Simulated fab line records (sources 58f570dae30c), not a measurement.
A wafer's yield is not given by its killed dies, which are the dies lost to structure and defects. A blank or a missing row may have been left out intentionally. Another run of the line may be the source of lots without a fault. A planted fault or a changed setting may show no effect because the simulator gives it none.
What tool caused it? | flow berkeleyCmos170 | Sampling: 14 lots, 42 wafers, 4 of 331 route steps

## WHAT THE GAUGES READ, wafer by wafer
UCB170_PWELL_THK_MEAS_03. Usual: for PWELL_OXIDE_THK the level is 26.6 nm and the standard deviation is 0.63.
lot  | measured    | on           | PWELL_OXIDE_THK (nm) | flag
L883 | day 2 23:14 | filmMetro-01 | 26.6 26.6 26.6       | 
L885 | day 3 14:56 | filmMetro-01 | 27.3 27.2 27.3       | 
L886 | day 4 07:49 | filmMetro-01 | 26.4 25.8 26.3       | 
L888 | day 4 07:49 | filmMetro-04 | 27.2 26.7 26.5       | 
L891 | day 4 07:50 | filmMetro-02 | 26.2 26.3 26.6       | 
L887 | day 4 07:53 | filmMetro-02 | 25.8 26.0 26.1       | 
L889 | day 4 12:03 | filmMetro-04 | 27.0 26.6 26.8       | 
L892 | day 4 17:30 | filmMetro-01 | 26.7 26.5 26.2       | 
L895 | day 5 11:40 | filmMetro-04 | 27.2 27.3 27.5       | 
L899 | day 6 08:42 | filmMetro-04 | 26.4 26.5 26.0       | 
L900 | day 6 16:32 | filmMetro-02 | 28.3 27.8 28.2       | 
L901 | day 6 16:34 | filmMetro-04 | 27.0 27.4 27.6       | 
L904 | day 7 09:55 | filmMetro-01 | 25.1 25.0 25.7       | 
L905 | day 7 16:51 | filmMetro-02 | 25.7 25.7 25.8       | 

UCB170_NLDD_TW_MEAS_11. Usual: for NLDD_TW the level is 2218 and the standard deviation is 17.
lot  | measured     | on           | NLDD_TW        | flag
L883 | day 7 12:48  | filmMetro-01 | 2228 2228 2223 | 
L885 | day 8 05:44  | filmMetro-01 | 2224 2220 2225 | 
L886 | day 9 01:22  | filmMetro-03 | 2213 2207 2210 | 
L888 | day 9 00:44  | filmMetro-03 | 2213 2219 2215 | 
L891 | day 9 01:51  | filmMetro-02 | 2186 2188 2167 | 
L887 | day 9 01:05  | filmMetro-01 | 2227 2231 2226 | 
L889 | day 9 01:00  | filmMetro-03 | 2216 2224 2232 | 
L892 | day 9 05:58  | filmMetro-02 | 2136 2137 2137 | OFF
L895 | day 9 20:37  | filmMetro-03 | 2159 2160 2162 | OFF
L899 | day 10 20:15 | filmMetro-01 | 2215 2219 2209 | 
L900 | day 11 05:17 | filmMetro-03 | 2220 2230 2227 | 
L901 | day 11 06:32 | filmMetro-03 | 2227 2233 2245 | 
L904 | day 11 19:32 | filmMetro-01 | 2215 2221 2234 | 
L905 | day 12 05:34 | filmMetro-03 | 2240 2242 2234 | 

UCB170_SDANNEAL_RS_MEAS_05: the measuring method here is four-point-probe. Usual: for NLDD_RS the level is 616.0 ohm/sq and the standard deviation is 1.4.
lot  | measured     | on           | NLDD_RS (ohm/sq)  | flag
L883 | day 8 02:08  | filmMetro-01 | 614.6 614.9 616.6 | 
L885 | day 8 16:18  | filmMetro-02 | 618.1 619.0 618.9 | 
L886 | day 9 14:07  | filmMetro-03 | 615.4 616.4 613.7 | 
L888 | day 9 12:18  | filmMetro-02 | 614.7 614.3 615.7 | 
L891 | day 9 13:46  | filmMetro-01 | 615.7 616.9 618.0 | 
L887 | day 9 13:21  | filmMetro-03 | 614.4 615.4 616.9 | 
L889 | day 9 13:10  | filmMetro-02 | 613.5 614.1 614.3 | 
L892 | day 9 20:14  | filmMetro-01 | 654.7 655.1 654.6 | OFF
L895 | day 10 10:03 | filmMetro-02 | 655.0 655.6 654.6 | OFF
L899 | day 11 06:40 | filmMetro-01 | 614.5 616.1 616.1 | 
L900 | day 11 16:26 | filmMetro-03 | 618.3 617.3 617.2 | 
L901 | day 11 16:51 | filmMetro-02 | 614.7 615.9 615.7 | 
L904 | day 12 04:53 | filmMetro-02 | 617.9 617.0 615.9 | 
L905 | day 12 17:28 | filmMetro-01 | 617.8 615.0 616.5 | 

## WHICH TOOL RAN EACH LOT (tool, then ch and the chambers of the sampled wafers, then the start)
lot  | UCB170_NLDD_IMPLANT_09
L883 | implanter-04 ch 0, day 7 12:35
L885 | implanter-01 ch 0, day 8 05:31
L886 | implanter-04 ch 0, day 9 01:07
L888 | implanter-01 ch 0, day 9 00:30
L891 | implanter-04 ch 0, day 9 01:38
L887 | implanter-01 ch 0, day 9 00:52
L889 | implanter-04 ch 0, day 9 00:45
L892 | implanter-04 ch 0, day 9 05:43
L895 | implanter-04 ch 0, day 9 20:22
L899 | implanter-01 ch 0, day 10 20:01
L900 | implanter-01 ch 0, day 11 05:02
L901 | implanter-02 ch 0, day 11 06:19
L904 | implanter-02 ch 0, day 11 19:19
L905 | implanter-01 ch 0, day 12 05:20
- UCB170_NLDD_IMPLANT_09

## AS READ BY THE TOOLS THEMSELVES (means over the sampled wafers that have a number; for cases with no such wafer, the mark the record gives instead)
UCB170_NLDD_IMPLANT_09. Usual: beamOnS 10.00 s, standard deviation 0.22; doseIonsCm2 5e+13, standard deviation 5.4e+10; faradayCurrentUA 159, standard deviation 3.4.
lot  | tool         | beamOnS (s) | doseIonsCm2 | faradayCurrentUA | flag
L883 | implanter-04 | 9.88        | 5e+13       | 161              | 
L885 | implanter-01 | 10.12       | 5e+13       | 157              | 
L886 | implanter-04 | 10.06       | 5e+13       | 158              | 
L888 | implanter-01 | 10.26       | 5e+13       | 154              | 
L891 | implanter-04 | 9.90        | 5e+13       | 160              | 
L887 | implanter-01 | 10.06       | 5e+13       | 158              | 
L889 | implanter-04 | 9.99        | 5e+13       | 159              | 
L892 | implanter-04 | 10.14       | 4e+13       | 130              | OFF
L895 | implanter-04 | 9.94        | 4e+13       | 132              | OFF
L899 | implanter-01 | 10.05       | 5e+13       | 158              | 
L900 | implanter-01 | 10.06       | 5e+13       | 158              | 
L901 | implanter-02 | 10.32       | 5e+13       | 154              | 
L904 | implanter-02 | 9.88        | 5e+13       | 160              | 
L905 | implanter-01 | 10.17       | 5e+13       | 155              | 

## THE ANSWER, worked out from the rows above alone
Rule: lot off if the mean of its wafers having a number is beyond 3 standard deviations from the usual mean. Also off: a lot with no number at a reading for which 4 or more lots have one. The other lots that the step has rows for count as sound. First the gauges in route order, then the tools' own readings, where a lot's mean is used as printed above. The first step at which some lot is off is used, and at that step the reading that is off furthest; a lot without a number counts as furthest.
Off: L892, L895, seen at UCB170_NLDD_TW_MEAS_11 (NLDD_TW).
If a tool, at a process step before that reading, ran all the lots that are off and no sound lot after the first of them, it fits. The gauges at UCB170_NLDD_TW_MEAS_11 aren't tried: what is off there is off at UCB170_NLDD_IMPLANT_09 too, on other tools, and a gauge's error can't cause that. One candidate fits, namely implanter-04 at UCB170_NLDD_IMPLANT_09. A fault onset in the window from L891 (day 9 01:38, its last sound lot) to L892 (day 9 05:43, its first lot off) fits.
The tool's own readings at UCB170_NLDD_IMPLANT_09 bear it out: on the lots that are off they differ by more than 5 times the standard deviation of the sound lots' means. doseIonsCm2 reads 4e+13 there against 5e+13 on the sound lots; faradayCurrentUA reads 131 there against 158 on the sound lots.

## WHAT THE SIMULATOR PUT IN
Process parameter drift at UCB170_NLDD_IMPLANT_09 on implanter-04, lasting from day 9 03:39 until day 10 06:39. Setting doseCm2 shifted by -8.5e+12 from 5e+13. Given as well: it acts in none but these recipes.
Shown lots that were struck: L892, L895. The rule above reached the same finding.
